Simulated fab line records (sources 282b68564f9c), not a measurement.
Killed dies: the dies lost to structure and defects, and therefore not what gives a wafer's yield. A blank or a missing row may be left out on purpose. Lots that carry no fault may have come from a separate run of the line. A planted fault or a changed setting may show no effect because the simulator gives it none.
Comparing a struck lot with a sound one    flow rit_cmos    17 out of 202 route steps
Sound: the wafers L628.3, L628.4, L628.5. Struck: wafers L642.2, L642.5, L642.6. The cause is given at the end.
At each step with rows: each side's tool, then ch and its chambers, then its first start. Under that, the readings that differ: sound wafers    struck wafers    difference of the means    sigmas: that difference in standard deviations of wafers without a fault.
alike: a reading whose means differ by less than 2 such deviations, as well as words and numbers matching on both sides. not compared: withheld readings; readings where some wafer has no value; bounds like >300 that might hide an equal value; numbers whose values overlap and for which the record gives no deviation.
The two part at a step that has a row with sigmas, a row that says differs or no value, or rows on one side only. Non-overlapping numbers with no deviation appear without sigmas and do not part them. A reading that every wafer of one side lacks parts them only if that side has two wafers or more.

first, 4 steps without rows for these wafers: RIT_CONTACT_SOFTBAKE_04 (time 60 s); RIT_CONTACT_EXPOSE_05 (exposes mask M11, target cd 1000 nm); RIT_CONTACT_PEB_06; RIT_CONTACT_DEVELOP_07 (develop time 120 s).
RIT_CONTACT_CD_MEAS_08: target cd 1000 nm.
  sound on cd_sem-02, day 3 18:31; struck on cd_sem-01, day 6 19:17
  alike: cd_nm
RIT_CONTACT_OVL_MEAS_09:
  sound on overlay-02, day 3 18:37; struck on overlay-01, day 6 19:23
  alike: CONTACT_OVL
then, 1 step without rows for these wafers: RIT_CONTACT_HARDBAKE_10 (time 60 s).
RIT_CONTACT_ETCH_11: etches SiO2 in CHF3/CF4/Ar, stops on TiSi2, target depth 480 nm, time 320 s.
  sound on rie_diel-04 ch 0,3, day 3 18:47; struck on rie_diel-02 ch 0,1,2, day 6 19:34
  alike: cf4_flow_sccm, drypump_motor_current_A, oes_product_au, throttle_valve_pct
  not compared: rf_hours_counter_h
RIT_CONTACT_STRIP_12: strips in O2, time 180 s.
  sound on plasma_asher-02 ch 0,1, day 3 19:02; struck on plasma_asher-04 ch 0,1, day 6 19:46
  alike: drypump_motor_current_A
  not compared: rf_hours_counter_h
RIT_CONTACT_CD_MEAS_90: target cd 1000 nm.
  sound on cd_sem-02, day 3 19:11; struck on cd_sem-02, day 6 19:58
  alike: cd_nm
then, 2 steps without rows for these wafers: RIT_CONTACT_CLEAN_13 (cleans in SC1, time 600 s); RIT_CONTACT_CLEAN_14 (cleans in SC2, time 600 s).
RIT_M1_SPUTTER_00: material Al, target thk 400 nm, time 500 s.
  sound on pvd_sputter-04, day 3 19:38; struck on pvd_sputter-04, day 6 20:25
reading                                sound                 struck                difference  sigmas
chamber_pressure_pa (Pa)               0.4004 0.4001 0.3998  0.5987 0.5983 0.5981  +0.1983     +99 or more
throttle_valve_pct (%)                 28.3 29.7 31.8        23.4 24.1 23.3        -6.3        -5
model.Al_of_M1_SPUTTER_00.thk_nm (nm)  395 397.4 393         361.8 358.3 358.9     -35.5       
RIT_M1_RS_MEAS_01: a four-point-probe measurement.
  sound on film_metro-02, day 3 19:58; struck on film_metro-02, day 6 20:43
reading            sound                 struck                difference  sigmas
M1_AL_RS (ohm/sq)  0.0742 0.0739 0.0747  0.0822 0.0830 0.0828  +0.0084     +10
RIT_M1_THK_MEAS_02: measures by xrf.
  sound on film_metro-02, day 3 20:04; struck on film_metro-02, day 6 20:50
reading         sound        struck       difference  sigmas
M1_AL_THK (nm)  384 388 384  349 347 348  -37         -8
then, 1 step without rows for these wafers: RIT_M1_HMDS_03 (prime time 60 s).
RIT_M1_PROBE_99:
  sound on prober-01, day 3 23:56; struck on prober-01, day 7 01:10
reading                   sound                    struck                 difference  sigmas
model.etest.m1.rs_ohm_sq  0.07352 0.07265 0.07393  0.0795 0.08135 0.0805  +0.0071     
  alike: defect_limited_yield, killed_at_front_end, killed_dies, killed_open, killed_short, sort_bin_3_pad_short, sort_bin_5_function, sort_bin_6_memory, sort_n_pass, sort_yield_pct

WHERE THEY PART
At RIT_M1_SPUTTER_00 first; at RIT_M1_THK_MEAS_02 last (within this record only). Later steps at which nothing parts them and some readings are alike: RIT_M1_PROBE_99.

WHY: the cause the simulator had injected
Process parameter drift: pvd_sputter-04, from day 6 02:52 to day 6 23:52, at RIT_M1_SPUTTER_00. A move of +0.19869 in setting chamber_pressure_pa, from 0.4. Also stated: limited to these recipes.
